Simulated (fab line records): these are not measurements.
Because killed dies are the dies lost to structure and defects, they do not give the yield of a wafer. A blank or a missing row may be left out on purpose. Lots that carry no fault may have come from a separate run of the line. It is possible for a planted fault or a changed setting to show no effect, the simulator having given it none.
fab line records ; flow ritCmos
record lots=9; wafers=27; lastDay=6
route steps=202 shown GATE@84
lots untouched by any fault: they come from a run of this same line in which no faults occurred
startH: hours from the record's first day to the start of the lot's first wafer shown ; waitH: hours from the lot's prior step to this one ; " repeats the value in the row above ; L1.1+2: one row covering several wafers at once ; - either no value or no given start ; * or withheld: withheld ; < > ~ a bound
route shown NAME@n: NAME is a module with steps in the file, n the number in the route of the first one ; usual: mean and standard deviation over wafers with no fault ; same: alike in all rows ; chamber/n: place in a boat ; sites: readings site by site ; _std_site: standard deviation across them ; _edge_site: mean of outer sites minus mean of inner sites ; radiusMm: how far each site lies from the wafer's centre ; mask NAME#n: copy n ; behind: the most recent tool/chamber to have shaped the wafer ; hold: reason for holding the lot/hours on hold/outcome of the hold ; device: whichever transistor did not switch (one of n, p or np) ; end of line: tests run on the same wafers once the route is complete ; for a step that has no rows: nothing shown but its recipe ; killed: the dies lost at the first sort to structure and to defects; this is not the yield of the wafer ; map: shows each die of a wafer: x if killed, . if not, _ if none is there
set.NAME: the setting as run; set.NAME@STEP: as run at that earlier step ; model.NAME: the simulator's own value behind a step, which no gauge read
one table for each step of the route and one row for each wafer, over a sample of lots
services: when a tool's chamber went out of use (startH, in hours from the record's first day, below 0 if earlier), for how many hours, and the reason
## steps
# step RIT_GATE_CVD_08
# recipe material=poly-Si; targetThkNm=250; tempC=610; precursor=SiH4; timeS=2220; pressureMtorr=300; sih4FlowSccm=100
# usual pressureMtorr=300.1/0.58; sih4FlowSccm=100.0/0.31; spikeTcSourceC=629.0/2.7; susceptorTempC=610.00/0.28; zonePowerSourcePct=11.7/0.72
lot.wafer;tool;chamber;startH;waitH;pressureMtorr;sih4FlowSccm;spikeTcSourceC;susceptorTempC;zonePowerSourcePct
L538.1;lpcvd-01;0;34.31;0.1;299.8;100.2;628.9;610.49;11.8
L538.2;lpcvd-01;0;34.31;0.1;301.0;100.2;630.2;610.27;11.6
L538.5;lpcvd-01;0;34.31;0.1;299.9;100.6;628.9;609.90;11.7
L539.3;lpcvd-02;1;38.42;0.0;300.5;99.6;628.1;610.24;12.2
L539.5;lpcvd-02;1;38.42;0.0;301.0;99.5;629.7;609.93;12.6
L539.6;lpcvd-02;1;38.42;0.0;300.5;99.7;628.6;609.69;12.5
L540.1;lpcvd-01;1;43.07;0.1;299.7;100.1;635.8;609.71;11.5
L540.4;lpcvd-01;1;43.07;0.1;299.7;100.1;632.9;609.87;11.8
L540.6;lpcvd-01;1;43.07;0.1;300.2;100.3;632.1;609.51;11.7
L541.1;lpcvd-02;0;48.68;0.1;301.4;100.0;625.6;609.73;10.5
L541.4;lpcvd-02;0;48.68;0.1;301.0;99.8;626.7;610.15;10.3
L541.5;lpcvd-02;0;48.68;0.1;300.4;99.7;625.4;610.12;10.6
L542.1;lpcvd-02;0;54.46;0.1;301.0;99.9;626.6;610.13;10.6
L542.2;lpcvd-02;0;54.46;0.1;300.0;100.4;626.6;610.30;10.5
L542.6;lpcvd-02;0;54.46;0.1;299.6;99.9;626.0;609.86;10.6
L544.2;lpcvd-01;1;64.85;0.0;300.1;100.1;635.1;610.02;11.8
L544.3;lpcvd-01;1;64.85;0.0;299.5;100.2;631.7;609.77;11.7
L544.6;lpcvd-01;1;64.85;0.0;300.0;100.2;631.2;609.90;11.8
L548.1;lpcvd-02;0;84.00;0.1;300.1;49.7;624.0;609.99;10.7
L548.4;lpcvd-02;0;84.00;0.1;301.3;50.2;625.9;609.80;10.6
L548.6;lpcvd-02;0;84.00;0.1;301.1;50.0;626.9;609.58;10.6
L553.3;lpcvd-01;0;108.27;0.0;300.2;100.3;629.4;610.39;11.7
L553.4;lpcvd-01;0;108.27;0.0;300.0;99.6;629.8;610.05;11.7
L553.6;lpcvd-01;0;108.27;0.0;300.4;100.0;629.3;610.12;11.7
L557.4;lpcvd-01;1;128.68;0.0;301.2;100.5;632.2;609.64;11.7
L557.5;lpcvd-01;1;128.68;0.0;300.1;100.1;633.0;609.83;12.0
L557.6;lpcvd-01;1;128.68;0.0;299.9;100.3;633.3;609.94;11.8
# step RIT_GATE_THK_MEAS_09
# recipe reads=poly-Si_of_GATE_CVD_08
# usual GATE_POLY_THK=249.6/2.2
lot.wafer;tool;chamber;startH;waitH;GATE_POLY_THK[nm]
L538.1;filmMetro-03;-;35.92;0.0;248.6
L538.2;filmMetro-03;-;35.92;0.0;248.0
L538.5;filmMetro-03;-;35.92;0.0;246.3
L539.3;filmMetro-03;-;40.05;0.0;248.9
L539.5;filmMetro-03;-;40.05;0.0;251.1
L539.6;filmMetro-03;-;40.05;0.0;250.7
L540.1;filmMetro-03;-;44.69;0.0;252.0
L540.4;filmMetro-03;-;44.69;0.0;249.6
L540.6;filmMetro-03;-;44.69;0.0;251.1
L541.1;filmMetro-03;-;50.29;0.0;250.0
L541.4;filmMetro-03;-;50.29;0.0;250.7
L541.5;filmMetro-03;-;50.29;0.0;248.2
L542.1;filmMetro-02;-;56.08;0.0;248.1
L542.2;filmMetro-02;-;56.08;0.0;246.4
L542.6;filmMetro-02;-;56.08;0.0;246.6
L544.2;filmMetro-01;-;66.48;0.0;243.8
L544.3;filmMetro-01;-;66.48;0.0;247.8
L544.6;filmMetro-01;-;66.48;0.0;246.4
L548.1;filmMetro-03;-;85.61;0.0;120.2
L548.4;filmMetro-03;-;85.61;0.0;121.2
L548.6;filmMetro-03;-;85.61;0.0;120.8
L553.3;filmMetro-01;-;109.90;0.0;249.3
L553.4;filmMetro-01;-;109.90;0.0;248.5
L553.6;filmMetro-01;-;109.90;0.0;246.9
L557.4;filmMetro-02;-;130.32;0.0;253.5
L557.5;filmMetro-02;-;130.32;0.0;252.8
L557.6;filmMetro-02;-;130.32;0.0;253.2
# step RIT_GATE_ETCH_19
# recipe chemistry=SF6/CHF3/O2; timeS=165; SF6_flow_sccm=30; CHF3_flow_sccm=30; O2_flow_sccm=5; target=poly-Si; pressureMtorr=40; rfW=160; targetDepthA=3125; overEtchFrac=0.25; stopOn=SiO2
# usual CHF3_flow_sccm=29.99/0.093; SF6_flow_sccm=30.01/0.088; drypumpMotorCurrentA=5.8/0.43; heBacksideLeakSccm=2.74/0.29; oesProductAu=0.845/0.015; throttleValvePct=10.26/0.11
lot.wafer;tool;chamber;startH;waitH;CHF3_flow_sccm;SF6_flow_sccm;drypumpMotorCurrentA;heBacksideLeakSccm;oesProductAu;rfHoursCounterH;throttleValvePct
L538.1;rieSi-02;0;37.27;0.1;30.07;30.01;5.8;2.52;0.824;11;10.25
L538.2;rieSi-02;1;37.27;0.1;29.80;30.06;5.9;3.19;0.839;56;10.21
L538.5;rieSi-02;2;37.27;0.1;30.04;30.10;5.2;2.75;0.835;-;10.05
L539.3;rieSi-01;2;41.44;0.1;29.98;30.08;6.4;2.64;0.824;5;10.40
L539.5;rieSi-01;1;41.44;0.1;29.93;29.83;6.0;2.72;0.851;-;10.22
L539.6;rieSi-01;0;41.44;0.1;30.07;30.07;5.2;2.54;0.850;-;10.21
L540.1;rieSi-02;0;46.03;0.1;30.05;29.99;5.8;2.41;0.838;11;10.26
L540.4;rieSi-02;3;46.03;0.1;29.96;29.93;6.3;2.51;0.851;0;10.29
L540.6;rieSi-02;1;46.03;0.1;29.96;30.00;5.9;3.27;0.844;-;10.21
L541.1;rieSi-01;2;51.52;0.1;29.98;30.12;6.4;2.70;0.826;5;10.42
L541.4;rieSi-01;1;51.52;0.1;30.02;29.97;6.0;2.72;0.854;139;10.20
L541.5;rieSi-01;1;51.52;0.1;30.00;30.09;6.0;2.49;0.852;-;10.21
L542.1;rieSi-02;2;57.75;0.1;29.93;30.10;5.1;2.75;0.843;115;10.08
L542.2;rieSi-02;1;57.75;0.1;30.10;29.92;5.9;3.16;0.832;56;10.20
L542.6;rieSi-02;3;57.75;0.1;29.97;30.09;6.3;2.49;0.850;-;10.29
L544.2;rieSi-02;2;67.69;0.1;30.03;29.98;5.1;2.86;0.828;115;10.06
L544.3;rieSi-02;0;67.69;0.1;29.94;30.10;5.8;2.43;0.831;11;10.26
L544.6;rieSi-02;2;67.69;0.1;29.97;29.97;5.2;2.88;0.835;-;10.08
L548.1;rieSi-02;0;86.83;0.1;29.98;30.10;5.7;4.83;0.536;11;10.26
L548.4;rieSi-02;2;86.83;0.1;29.77;29.95;5.1;2.80;0.539;-;10.07
L548.6;rieSi-02;1;86.83;0.1;29.96;29.98;5.9;3.15;0.534;-;10.21
L553.3;rieSi-01;3;111.22;0.1;29.99;30.13;6.0;2.36;0.875;5;10.43
L553.4;rieSi-01;1;111.22;0.1;29.94;29.94;6.0;2.60;0.846;140;10.21
L553.6;rieSi-01;2;111.22;0.1;30.14;30.06;6.4;2.80;0.818;-;10.42
L557.4;rieSi-01;3;131.51;0.1;30.04;29.99;6.0;2.52;0.876;5;10.44
L557.5;rieSi-01;1;131.51;0.1;29.95;30.13;6.0;2.88;0.859;-;10.21
L557.6;rieSi-01;0;131.51;0.1;29.96;30.05;5.1;2.73;0.861;-;10.21
## services
tool;chamber;startH;hours;kind
rieSi-02;0;54.12;4.5;repair
rieSi-02;3;59.48;4.6;repair
rieSi-02;3;64.96;24.9;repair
## key
firstSign step=RIT_GATE_CVD_08; reading=sih4FlowSccm; direction=down; sigmas=99+; usual=100.0; struck=50.0
effect step=RIT_GATE_THK_MEAS_09; reading=GATE_POLY_THK; direction=down; sigmas=58; usual=249.6; struck=120.8
effect step=RIT_GATE_ETCH_19; reading=oesProductAu; direction=down; sigmas=21; usual=0.845; struck=0.536
metAt RIT_GATE_CVD_08
struckLots L548
struckWafers L548.1,L548.4,L548.6
sortLeftOut L548.1,L548.4,L548.6
testerLeftOut L548
onsetBetween 54.46 84.00
earlierFault kind=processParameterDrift; tool=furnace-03; chamber=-; onsetH=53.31; steps=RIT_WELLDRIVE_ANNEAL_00; channel=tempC; offset=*; shape=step; endH=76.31; actsIn=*; stated=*
fault kind=processParameterDrift; tool=lpcvd-02; chamber=0; onsetH=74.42; steps=RIT_GATE_CVD_08; channel=sih4FlowSccm; offset=-50; shape=step; endH=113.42; stated=100
# testerLeftOut: of these lots the tester's yield and bins aren't shown, on N5 and GAA mostly nor the transistor test; their killed dies are dies lost to structure and defects alone, not to doping, threshold or leakage, so they don't give the yield
# sortLeftOut: the simulated sort isn't trusted on such a fault, so these wafers' sort isn't shown, and their yield isn't known
